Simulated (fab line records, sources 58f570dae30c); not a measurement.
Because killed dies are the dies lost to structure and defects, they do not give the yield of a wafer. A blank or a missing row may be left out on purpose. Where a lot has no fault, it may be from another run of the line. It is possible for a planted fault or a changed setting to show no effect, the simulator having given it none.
Split-lot study | flow berkeley-cmos170 | 5 lots, 23 wafers read, on a route of 331 steps

ABOUT THE SPLIT
At UCB170_V2_ETCH_14 (etches SiO2 in CHF3/CF4/Ar, stops on Al, target depth 1250 nm, time 291 s), the setting time-s was moved away from the recipe's 291 s on 8 of the 23 wafers read, by -9.6% to -5.2%. The other wafers ran this setting at the recipe's value.

The reading is taken at the split's own step.

THE READING
oes-product-au, in a.u., at UCB170_V2_ETCH_14 (etches SiO2 in CHF3/CF4/Ar, stops on Al, target depth 1250 nm, time 291 s). A value of 0.874 a.u. with a standard deviation of 0.0086 a.u. is what fault-free wafers of this fab line usually give.

wafer  | tool, chamber at the split | time-s as run, s | against the recipe | oes-product-au, a.u. | against lot-mates on the recipe
L076.3 | rie-diel-03, 1             | 291              | recipe             | 0.873                | -
L076.5 | rie-diel-03, 2             | 291              | recipe             | 0.871                | -
L076.6 | rie-diel-03, 1             | 291              | recipe             | 0.874                | -
L077.1 | rie-diel-02, 0             | 291              | recipe             | 0.868                | -
L077.2 | rie-diel-02, 2             | 291              | recipe             | 0.874                | -
L077.3 | rie-diel-02, 3             | 291              | recipe             | 0.871                | -
L077.5 | rie-diel-02, 0             | 291              | recipe             | 0.868                | -
L077.6 | rie-diel-02, 3             | 291              | recipe             | 0.866                | -
L078.1 | rie-diel-02, 3             | 291              | recipe             | 0.873                | -
L078.3 | rie-diel-02, 2             | 291              | recipe             | 0.868                | -
L078.4 | rie-diel-02, 0             | 275.9            | -5.2%              | 0.898                | +0.027
L078.5 | rie-diel-02, 1             | 275.9            | -5.2%              | 0.894                | +0.023
L078.6 | rie-diel-02, 2             | 275.9            | -5.2%              | 0.899                | +0.028
L080.1 | rie-diel-01, 0             | 291              | recipe             | 0.860                | -
L080.2 | rie-diel-01, 2             | 291              | recipe             | 0.880                | -
L080.3 | rie-diel-01, 1             | 273.9            | -5.9%              | 0.911                | +0.041
L080.4 | rie-diel-01, 3             | 273.9            | -5.9%              | 0.924                | +0.054
L080.5 | rie-diel-01, 0             | 291              | recipe             | 0.871                | -
L083.2 | rie-diel-03, 3             | 263              | -9.6%              | 0.941                | +0.074
L083.3 | rie-diel-03, 0             | 291              | recipe             | 0.864                | -
L083.4 | rie-diel-03, 2             | 263              | -9.6%              | 0.937                | +0.070
L083.5 | rie-diel-03, 1             | 291              | recipe             | 0.870                | -
L083.6 | rie-diel-03, 2             | 263              | -9.6%              | 0.929                | +0.062

FIT RESULTS
A straight line over all 23 wafers: oes-product-au changes by -0.00675 a.u. for each +1% of time-s; r = -0.97; the points scatter about the line by 0.0062 a.u.
The same after taking each lot's own level away (the mean of its wafers on the recipe; 23 wafers): -0.00696 a.u. for each +1%; r = -0.97; scatter 0.0062 a.u.
The reading moves by 0.067 a.u. for the largest change in time-s, on that fit.
From 0.8670 to 0.8727 a.u.: that is the span of the lots' own levels, equal to 0.7 times the standard deviation above.
Hence the lot-to-lot level has little effect on the slope; both slopes agree.
Check: with one of the wafers moved furthest among these (-9.6%) left out of the fit, the line predicts +0.0644 a.u. for it against its lot-mates. It came out at +0.074 a.u. against them.
Tool readings at the split's step, against how far the setting was moved: oes-product-au r = -0.97.

ADDITIONAL SPLITS CARRIED BY THESE WAFERS
Before the reading, these wafers also passed through other splits. Each is held against what the fit with the lots' levels taken away leaves over:
other split on the same wafers      | wafers away from the commonest value | r with oes-product-au (lot level and that fit taken away)
UCB170_M1_PEB_07 peb-temp-c         | 6                                    | -0.10
UCB170_M1_METAL_ETCH_12 time-s      | 8                                    | -0.31
UCB170_V1_CMP_02 leave-above-ref-nm | 10                                   | +0.24
UCB170_M2_METAL_ETCH_18 bias-w      | 5                                    | +0.24
UCB170_V2_PEB_10 peb-temp-c         | 11                                   | -0.27

THE WHOLE CHAIN: every reading that the file lists as answering this split, in the file's order
step               | what it does                                                              | reading                                                                   | change (the file's fit)                   | r (the file's)
UCB170_V2_ETCH_14  | etches SiO2 in CHF3/CF4/Ar, stops on Al, target depth 1250 nm, time 291 s | oes-product-au                                                            | -0.00699 a.u. for each +1% of the setting | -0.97
UCB170_V2_ETCH_14  | etches SiO2 in CHF3/CF4/Ar, stops on Al, target depth 1250 nm, time 291 s | KrF_of_V2_COAT_07.thk-nm (the simulator's own value, which no gauge read) | -2.51 nm for each +1% of the setting      | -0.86
UCB170_V2_STRIP_15 | strips in O2                                                              | strip-time-to-endpoint-s                                                  | withheld for each +1% of the setting      | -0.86

THE FILE'S OWN FIT
oes-product-au changes by -0.00699 a.u. for each +1% of time-s, r = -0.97.
